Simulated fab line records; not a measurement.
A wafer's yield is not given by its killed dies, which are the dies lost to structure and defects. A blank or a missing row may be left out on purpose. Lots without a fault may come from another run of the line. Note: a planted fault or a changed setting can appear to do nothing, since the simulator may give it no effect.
Which tool was responsible? / flow rit_cmos / 6 lots, 18 wafers sampled, at 2 steps of a route of 202

WHAT THE GAUGES READ, wafer by wafer
RIT_M1_CD_MEAS_90 targets a cd of 2600 nm.
lot=L378; measured=day 3 19:31; on=cd_sem-01; cd_nm (nm)=2605.4 2602.2 2602.5
lot=L380; measured=day 4 06:14; on=cd_sem-02; cd_nm (nm)=2600.9 2601.0 2599.4
lot=L382; measured=day 4 19:33; on=cd_sem-02; cd_nm (nm)=2596.8 2598.4 2599.0
lot=L384; measured=day 5 01:53; on=cd_sem-01; cd_nm (nm)=2602.1 2600.7 2603.0
lot=L394; measured=day 7 06:37; on=cd_sem-01; cd_nm (nm)=2599.2 2597.5 2598.5
lot=L397; measured=day 7 22:07; on=cd_sem-02; cd_nm (nm)=2604.3 2601.5 2601.8

EACH LOT AND THE TOOL THAT RAN IT (in order: tool; ch and the chambers of the sampled wafers; start)
lot=L378; RIT_M1_METAL_ETCH_12=rie_metal-02 ch 0,1, day 3 18:59
lot=L380; RIT_M1_METAL_ETCH_12=rie_metal-03 ch 0,1, day 4 05:44
lot=L382; RIT_M1_METAL_ETCH_12=rie_metal-04 ch 0,1, day 4 19:02
lot=L384; RIT_M1_METAL_ETCH_12=rie_metal-02 ch 0,1, day 5 01:22
lot=L394; RIT_M1_METAL_ETCH_12=rie_metal-04 ch 0,1, day 7 06:05
lot=L397; RIT_M1_METAL_ETCH_12=rie_metal-04 ch 0,1, day 7 21:35
- RIT_M1_METAL_ETCH_12: etches Al in Cl2/BCl3, stops on SiO2, time 165 s, target depth 600 nm.

THE ANSWER, worked out from the rows above alone
Rule: the lots themselves supply what counts as usual. The widest of any qualifying gaps counts: lots, ordered by their means at a reading, are off when they make up no more than a third of the lots, leave a main group of 4 or more, and stand apart from it by 3 or more times the standard deviation of that group's means. Not used: any main group whose means are identical at the precision the tables above print for the reading. A lot without any number at a reading at which 4 lots or more have one is off too. All remaining lots with rows at the step are treated as sound.
Across all readings shown, no lot is off: no conclusion can be drawn from this.

WHAT THE SIMULATOR PUT IN
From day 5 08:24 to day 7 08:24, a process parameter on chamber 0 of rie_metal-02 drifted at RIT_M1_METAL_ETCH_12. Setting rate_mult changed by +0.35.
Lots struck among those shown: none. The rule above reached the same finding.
